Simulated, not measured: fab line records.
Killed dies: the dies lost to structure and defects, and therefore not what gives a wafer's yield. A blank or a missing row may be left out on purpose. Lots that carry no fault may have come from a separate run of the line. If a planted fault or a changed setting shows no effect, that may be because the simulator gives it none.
Matching of chambers / flow berkeley cmos170 / UCB170_V2_CMP_02 on cmp-02 has 4 sister chambers
The step polishes SiO2. 4 wafers are shown with their chamber, then 7 later ones without.

## WAFERS WITH THEIR CHAMBER
wafer=L904.4; chamber=2; motor current A (A)=16.9
wafer=L906.2; chamber=0; motor current A (A)=14.6
wafer=L908.1; chamber=1; motor current A (A)=16.6
wafer=L908.4; chamber=3; motor current A (A)=15.6

## WAFERS MISSING THEIR CHAMBER
wafer=L908.5; motor current A (A)=16.5
wafer=L914.3; motor current A (A)=16.0
wafer=L914.4; motor current A (A)=16.2
wafer=L914.6; motor current A (A)=16.6
wafer=L923.3; motor current A (A)=17.3
wafer=L923.4; motor current A (A)=14.9
wafer=L923.6; motor current A (A)=16.1

## EACH ONE'S CHAMBER
wafer=L908.5; from the rows above=can't be placed: 1 or 2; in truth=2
wafer=L914.3; from the rows above=can't be placed: 3 or 1 or 2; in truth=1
wafer=L914.4; from the rows above=can't be placed: 1 or 3 or 2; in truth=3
wafer=L914.6; from the rows above=can't be placed: 1 or 2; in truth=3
wafer=L923.3; from the rows above=can't be placed: 2 or 1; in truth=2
wafer=L923.4; from the rows above=can't be placed: 0 or 3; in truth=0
wafer=L923.6; from the rows above=can't be placed: 1 or 3 or 2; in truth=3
Correctly placed: 0 of 7. From these rows, 7 cannot be placed; in 6 the true chamber is one of the candidates. 0 placed wrongly.
How it was worked out, from the rows above alone: a wafer's distance from a chamber is the root of the sum, over the readings, of the square of ((its reading less the chamber's mean) divided by the reading's scatter). If the next closest chamber is less than 2 further off than the closest, the wafer can't be placed; otherwise it belongs to the closest. Each chamber's mean is taken over the wafers shown for it. The scatter: root of mean squared gap, hidden wafer to nearest shown wafer, with one shown wafer a chamber.
